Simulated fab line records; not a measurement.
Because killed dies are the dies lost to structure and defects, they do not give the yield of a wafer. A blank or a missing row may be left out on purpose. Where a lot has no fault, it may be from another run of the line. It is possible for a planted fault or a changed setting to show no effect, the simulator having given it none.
Struck lot and sound lot, side by side	flow berkeley_cmos170	15 steps out of a route of 331
Sound: these wafers, L439.1, L439.3, L439.6. Wafers L444.1, L444.3, L444.5 were the ones struck. The cause comes at the end.
Per side, at each step with rows, come the tool, then ch with its chambers, and then its first start. Under that, the readings that differ: sound wafers	struck wafers	difference of the means	sigmas: that difference in standard deviations of wafers without a fault.
alike: readings with means less than 2 such deviations apart, plus words and numbers identical on both sides. not compared: withheld readings, readings lacking a value on some wafer, bounds such as >300 that could conceal the same value, and numbers that have no deviation in the record and whose values overlap.
The two part at a step that has a row with sigmas, a row that says differs or no value, or rows on one side only. Non-overlapping numbers with no deviation appear without sigmas and do not part them. Lack of a reading on every wafer of one side parts them only where that side has two or more wafers.

first, 5 steps without rows for these wafers: UCB170_CONTACT_COAT_10 (resist thk 900 nm); UCB170_CONTACT_SOFTBAKE_11 (time 60 s); UCB170_CONTACT_EXPOSE_12 (exposes mask CONT, target cd 700 nm); UCB170_CONTACT_PEB_13; UCB170_CONTACT_DEVELOP_14 (develop time 45 s).
UCB170_CONTACT_CD_MEAS_15: the cd target is 700 nm.
  struck on cd_sem-02, day 10 06:01; sound on cd_sem-02, day 9 10:21
reading	sound	struck	difference	sigmas
cd_nm (nm)	701.5 701.4 701.4	698.8 698.3 699.1	-2.7	-2
UCB170_CONTACT_OVL_MEAS_16:
  struck on overlay-01, day 10 06:08; sound on overlay-02, day 9 10:28
  alike: CONTACT_OVL
UCB170_CONTACT_ETCH_17: etches BARC in N2/H2.
  sound on rie_diel-02 ch 0,2,3, day 9 10:31; struck on rie_diel-03 ch 0,2,3, day 10 06:11
  alike: drypump_motor_current_A, oes_product_au, rf_fwd_power_W, throttle_valve_pct
UCB170_CONTACT_ETCH_18: etches PSG in CHF3/CF4/Ar, stops on TiSi2, target depth 840 nm, time 195 s.
  sound on rie_diel-02 ch 0,2,3; struck on rie_diel-03 ch 0,2,3
  alike: drypump_motor_current_A, oes_product_au, rf_fwd_power_W, throttle_valve_pct
  not compared: rf_hours_counter_h
UCB170_CONTACT_STRIP_19: strips in O2.
  sound on plasma_asher-04 ch 0, day 9 10:40; struck on plasma_asher-04 ch 0,1, day 10 06:20
  alike: drypump_motor_current_A, o2_flow_sccm, oes_product_au
  not compared: rf_hours_counter_h
UCB170_CONTACT_CD_MEAS_90: the cd target is 700 nm.
  struck on cd_sem-01, day 10 06:26; sound on cd_sem-02, day 9 10:46
  alike: cd_nm
then, 1 step without rows for these wafers: UCB170_CONTACT_CLEAN_20 (cleans in SPM, time 600 s).
UCB170_M1_SPUTTER_00: material Al, target thk 600 nm, time 80 s.
  struck on pvd_sputter-04, day 10 06:45; sound on pvd_sputter-02, day 9 11:04
  no value came back on the struck wafers for cathode_dc_power_W (W), chamber_pressure_pa (Pa), throttle_valve_pct (%), time_s (s); on the sound wafers cathode_dc_power_W (W) reads 5999.9 5998.9 6000.8
UCB170_M1_RS_MEAS_01: the measuring method here is four-point-probe.
  struck on film_metro-01, day 10 07:06; sound on film_metro-02, day 9 11:08
reading	sound	struck	difference	sigmas
M1_AL_RS (ohm/sq)	0.0486 0.0483 0.0481	- - -	no value on the struck wafers	
  not compared: hold
UCB170_M3_PROBE_99:
  sound wafers here have rows in the record (prober-02, day 10 03:52); struck ones have none

## WHERE THEY PART
First at UCB170_CONTACT_CD_MEAS_15; last, within this record, at UCB170_M3_PROBE_99.

WHY: the cause the simulator had injected
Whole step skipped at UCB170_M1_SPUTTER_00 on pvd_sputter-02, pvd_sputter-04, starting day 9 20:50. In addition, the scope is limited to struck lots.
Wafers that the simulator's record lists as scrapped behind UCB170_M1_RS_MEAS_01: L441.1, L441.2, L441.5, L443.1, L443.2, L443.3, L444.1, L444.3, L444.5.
